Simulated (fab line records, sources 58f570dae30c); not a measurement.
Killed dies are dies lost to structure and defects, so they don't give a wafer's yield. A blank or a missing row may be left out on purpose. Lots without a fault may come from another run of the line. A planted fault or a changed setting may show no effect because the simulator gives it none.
One fault seen from 2 desks | flow berkeley_cmos170 | each desk has only its own numbers; what lay behind them comes last

THE TOOL OWNER'S DESK: implanter-03
The tool's own readings at UCB170_PSD_IMPLANT_08: means of the sampled wafers that have a number, for each lot that ran on this tool. A lot is out of limits, marked OUT, if its mean lies more than 4 standard deviations from the usual mean; the brackets give that distance.
Columns: A = beam_on_s at UCB170_PSD_IMPLANT_08, usual 9.99 s; B = dose_ions_cm2 at UCB170_PSD_IMPLANT_08, usual 3e+15; C = faraday_current_uA at UCB170_PSD_IMPLANT_08, usual 9266
lot  | first seen here | A              | B     | C
L126 | day 6 09:20     | 9.96           | 3e+15 | 9309
L128 | day 7 02:31     | 10.15          | 3e+15 | 9155
L138 | day 9 05:41     | 7.74 (-11) OUT | 3e+15 | 11941 (+14) OUT
L139 | day 9 05:53     | 7.69 (-12) OUT | 3e+15 | 12032 (+15) OUT
L143 | day 10 08:49    | 7.83 (-11) OUT | 3e+15 | 11811 (+13) OUT
This desk's finding: out of limits on L138, L139, L143; first on L138, day 9 05:41 (beam_on_s at UCB170_PSD_IMPLANT_08). In limits: L126, L128.

THE METROLOGY DESK
What the gauges read, lot by lot, whatever tool the lot ran on: means of the sampled wafers that have a number. A lot is out of limits, marked OUT, if its mean lies more than 4 standard deviations from the usual mean; the brackets give that distance.
Columns: A = FIELD_OXIDE_LEFT_1_THK at UCB170_FIELD_THK_MEAS_90, usual 445 nm; B = NLDD_OVL at UCB170_NLDD_OVL_MEAS_07, usual 0 nm; C = PSD_TW at UCB170_PSD_TW_MEAS_10, usual 2331; D = PSD_RS at UCB170_SDANNEAL_RS_MEAS_02, usual 75.6 ohm/sq
lot  | first seen here | A   | B  | C               | D
L126 | day 4 22:28     | 442 | 1  | 2375            | 76.1
L128 | day 5 12:43     | 452 | 9  | 2295            | 75.3
L129 | day 5 12:43     | 454 | 4  | 2334            | 74.8
L130 | day 5 20:47     | 462 | 5  | 2381            | 75.2
L131 | day 6 05:16     | 458 | 4  | 2332            | 75.5
L133 | day 6 05:17     | 464 | -1 | 2376            | 75.5
L132 | day 6 05:17     | 450 | -5 | 2334            | 75.5
L137 | day 7 00:46     | 445 | 12 | 2315            | 75.6
L138 | day 7 11:44     | 445 | -2 | 2138 (-5.7) OUT | 89.6 (+45) OUT
L139 | day 7 11:44     | 449 | 1  | 2203            | 89.7 (+45) OUT
L141 | day 7 17:16     | 433 | 3  | 2325            | 75.5
L144 | day 8 18:25     | 437 | 6  | 2292            | 75.7
L146 | day 8 18:25     | 442 | 7  | 2294            | 75.8
L143 | day 8 18:28     | 454 | 8  | 2151 (-5.3) OUT | 90.3 (+47) OUT
L148 | day 9 01:44     | 430 | 9  | 2317            | 75.7
This desk's finding: out of limits on L138, L139, L143; first on L138, day 9 05:55 (PSD_TW at UCB170_PSD_TW_MEAS_10). In limits: L126, L128, L129, L130, L131, L133, L132, L137, L141, L144, L146, L148.

PUT TOGETHER
The tool owner's desk could have raised an alarm at day 9 05:41, on L138, L139, L143.
The metrology desk could have raised an alarm at day 9 05:55, on L138, L139, L143.
Of the lots named, all ran UCB170_PSD_IMPLANT_08 on implanter-03.

WHAT THE SIMULATOR HAD PUT IN
Process parameter drift: implanter-03, from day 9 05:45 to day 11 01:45, at UCB170_PSD_IMPLANT_08. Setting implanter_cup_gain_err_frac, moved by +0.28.
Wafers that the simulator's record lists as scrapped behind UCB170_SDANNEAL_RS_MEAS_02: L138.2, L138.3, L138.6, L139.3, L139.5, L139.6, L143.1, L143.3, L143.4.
Lots struck among those shown: L138, L139, L143.
